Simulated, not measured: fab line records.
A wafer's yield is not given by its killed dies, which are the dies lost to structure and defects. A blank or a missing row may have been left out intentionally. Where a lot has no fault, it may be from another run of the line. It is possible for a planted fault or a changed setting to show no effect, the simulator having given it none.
Which tool is to blame? -- flow rit_cmos -- 21 wafers sampled from 7 lots at 1 step of a route of 202

== WHAT THE GAUGES SHOWED, per wafer ==
RIT_NRETRO_TW_MEAS_10.
lot,measured,on,NRETRO_TW
L904,day 2 16:28,film_metro-04,1043 1049 1044
L906,day 3 05:20,film_metro-03,1057 1056 1050
L910,day 3 23:19,film_metro-03,1054 1052 1056
L912,day 4 09:21,film_metro-01,1075 1073 1070
L914,day 5 04:38,film_metro-01,1071 1067 1074
L916,day 5 11:17,film_metro-03,1046 1046 1053
L920,day 6 02:43,film_metro-01,1075 1075 1081

== WHICH TOOL RAN EACH LOT (tool, then ch and the chambers of the sampled wafers, then the start) ==
The record holds no process step before these readings.

== THE ANSWER, worked out from the rows above alone ==
Rule: the lots themselves supply what counts as usual. The widest of any qualifying gaps counts: lots, ordered by their means at a reading, are off when they make up no more than a third of the lots, leave a main group of 4 or more, and stand apart from it by 3 or more times the standard deviation of that group's means. Not used: any main group whose means are identical at the precision the tables above print for the reading. Also off: a lot with no number at a reading for which 4 or more lots have one. Any other lot the step has rows for is counted as sound.
No lot is off at any reading shown: from this, nothing can be told.

== WHAT WAS PUT IN BY THE SIMULATOR ==
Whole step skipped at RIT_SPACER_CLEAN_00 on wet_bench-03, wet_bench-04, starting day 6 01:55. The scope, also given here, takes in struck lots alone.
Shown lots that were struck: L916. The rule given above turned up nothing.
